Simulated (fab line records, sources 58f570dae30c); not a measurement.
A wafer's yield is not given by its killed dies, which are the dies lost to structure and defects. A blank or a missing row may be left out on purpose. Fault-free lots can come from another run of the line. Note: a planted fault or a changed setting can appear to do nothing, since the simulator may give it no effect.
Which tool is to blame?    flow berkeley_cmos170    at 1 step of a route of 331, 7 lots with 21 wafers sampled

== WHAT EACH GAUGE READ, for each wafer ==
UCB170_PWELL_THK_MEAS_06.
lot   measured     on             PWELL_NITRIDE_THK (nm)
L265  day 3 17:53  film_metro-01  219.3 219.7 219.8
L268  day 4 04:26  film_metro-03  219.4 221.9 220.4
L269  day 4 11:47  film_metro-01  221.3 221.5 219.8
L271  day 4 22:42  film_metro-03  218.8 219.5 220.3
L278  day 6 16:07  film_metro-01  219.3 219.8 219.3
L281  day 7 00:07  film_metro-01  222.6 222.2 222.4
L285  day 7 19:59  film_metro-01  221.6 222.5 221.7

== WHICH TOOL RAN EACH LOT (tool, then ch and the chambers of the sampled wafers, then the start) ==
No process step before these readings appears in the record.

== THE ANSWER, worked out from the rows above alone ==
Rule: usual is defined by the lots themselves. The widest of any qualifying gaps counts: lots, ordered by their means at a reading, are off when they make up no more than a third of the lots, leave a main group of 4 or more, and stand apart from it by 3 or more times the standard deviation of that group's means. The tables above print the reading to a certain number of digits; a main group whose means all agree to those digits is not used. Also off: a lot with no number at a reading for which 4 or more lots have one. All remaining lots with rows at the step are treated as sound.
Nothing can be told from this: no lot is off at any reading shown.

== WHAT WAS PUT IN BY THE SIMULATOR ==
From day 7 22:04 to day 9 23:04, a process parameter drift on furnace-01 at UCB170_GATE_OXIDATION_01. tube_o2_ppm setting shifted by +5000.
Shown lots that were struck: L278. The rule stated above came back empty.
